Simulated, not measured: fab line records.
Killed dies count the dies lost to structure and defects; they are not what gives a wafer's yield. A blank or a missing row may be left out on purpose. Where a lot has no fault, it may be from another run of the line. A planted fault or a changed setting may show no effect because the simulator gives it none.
Chamber matching :: flow rit cmos :: rie si-01 running RIT_GATE_ETCH_19: 4 sister chambers
The step etches poly-Si in SF6/CHF3/O2, stops on SiO2, time 165 s, target depth 312.5 nm. 17 wafers are shown with their chamber, then 8 later ones without.

## WAFERS PAIRED WITH THEIR CHAMBERS
wafer: L897.2
chamber: 3
throttle valve pct (%): 10.52
drypump motor current A (A): 5.5
run length s (s): 193.6

wafer: L897.5
chamber: 2
throttle valve pct (%): 10.20
drypump motor current A (A): 5.8
run length s (s): 193.4

wafer: L897.6
chamber: 1
throttle valve pct (%): 10.20
drypump motor current A (A): 5.9
run length s (s): 193.4

wafer: L901.1
chamber: 0
throttle valve pct (%): 10.05
drypump motor current A (A): 5.5
run length s (s): 192.7

wafer: L901.2
chamber: 2
throttle valve pct (%): 10.23
drypump motor current A (A): 5.9
run length s (s): 193.3

wafer: L901.5
chamber: 2
throttle valve pct (%): 10.21
drypump motor current A (A): 5.8
run length s (s): 193.7

wafer: L902.2
chamber: 2
throttle valve pct (%): 10.21
drypump motor current A (A): 5.8
run length s (s): 193.6

wafer: L902.4
chamber: 1
throttle valve pct (%): 10.19
drypump motor current A (A): 5.8
run length s (s): 193.8

wafer: L902.6
chamber: 0
throttle valve pct (%): 10.06
drypump motor current A (A): 5.5
run length s (s): 193.1

wafer: L906.1
chamber: 2
throttle valve pct (%): 10.21
drypump motor current A (A): 5.8
run length s (s): 193.6

wafer: L906.3
chamber: 3
throttle valve pct (%): 10.51
drypump motor current A (A): 5.5
run length s (s): 193.6

wafer: L906.4
chamber: 1
throttle valve pct (%): 10.18
drypump motor current A (A): 5.9
run length s (s): 193.7

wafer: L908.1
chamber: 3
throttle valve pct (%): 10.53
drypump motor current A (A): 5.5
run length s (s): 194.0

wafer: L908.2
chamber: 2
throttle valve pct (%): 10.21
drypump motor current A (A): 5.9
run length s (s): 193.8

wafer: L908.5
chamber: 2
throttle valve pct (%): 10.21
drypump motor current A (A): 5.9
run length s (s): 193.4

wafer: L910.1
chamber: 2
throttle valve pct (%): 10.21
drypump motor current A (A): 5.9
run length s (s): 193.2

wafer: L910.2
chamber: 3
throttle valve pct (%): 10.52
drypump motor current A (A): 5.5
run length s (s): 194.0

SIGNATURES (averages over the wafers above)
reading: throttle valve pct
chamber 0: 10.0550
chamber 1: 10.1900
chamber 2: 10.2112
chamber 3: 10.5200
scatter within a chamber: 0.00849

reading: drypump motor current A
chamber 0: 5.500
chamber 1: 5.867
chamber 2: 5.850
chamber 3: 5.500
scatter within a chamber: 0.0453

reading: run length s
chamber 0: 192.900
chamber 1: 193.633
chamber 2: 193.500
chamber 3: 193.800
scatter within a chamber: 0.22
Rule: for a wafer and a chamber, the distance is found by dividing, reading by reading, the gap between the wafer's reading and the chamber's mean by the reading's scatter, squaring, summing and taking the root. If the next closest chamber is less than 2 further off than the closest, the wafer can't be placed; otherwise it belongs to the closest. The scatter is the square root of a quotient: the sum, over the shown wafers, of each reading's squared deviation from its chamber's mean, divided by wafers minus chambers.

## WAFERS WITH NO CHAMBER GIVEN
wafer: L910.3
throttle valve pct (%): 10.17
drypump motor current A (A): 5.8
run length s (s): 193.3

wafer: L914.3
throttle valve pct (%): 10.20
drypump motor current A (A): 5.9
run length s (s): 193.5

wafer: L914.4
throttle valve pct (%): 10.05
drypump motor current A (A): 5.5
run length s (s): 193.3

wafer: L914.6
throttle valve pct (%): 10.21
drypump motor current A (A): 5.9
run length s (s): 193.0

wafer: L918.4
throttle valve pct (%): 10.19
drypump motor current A (A): 5.9
run length s (s): 193.2

wafer: L918.6
throttle valve pct (%): 10.21
drypump motor current A (A): 5.8
run length s (s): 193.0

wafer: L920.1
throttle valve pct (%): 10.22
drypump motor current A (A): 5.9
run length s (s): 193.7

wafer: L920.2
throttle valve pct (%): 10.54
drypump motor current A (A): 5.5
run length s (s): 193.5

## CHAMBER TAKEN BY EACH
wafer: L910.3
from the rows above: can't be placed: 1 or 2
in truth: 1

wafer: L914.3
from the rows above: can't be placed: 1 or 2
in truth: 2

wafer: L914.4
from the rows above: 0
in truth: 0

wafer: L914.6
from the rows above: can't be placed: 2 or 1
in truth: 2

wafer: L918.4
from the rows above: can't be placed: 1 or 2
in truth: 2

wafer: L918.6
from the rows above: can't be placed: 2 or 1
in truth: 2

wafer: L920.1
from the rows above: can't be placed: 2 or 1
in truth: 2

wafer: L920.2
from the rows above: 3
in truth: 3
Correctly placed: 2 of 8. From these rows, 6 cannot be placed; in 6 the true chamber is one of the candidates. Placed wrongly: 0.
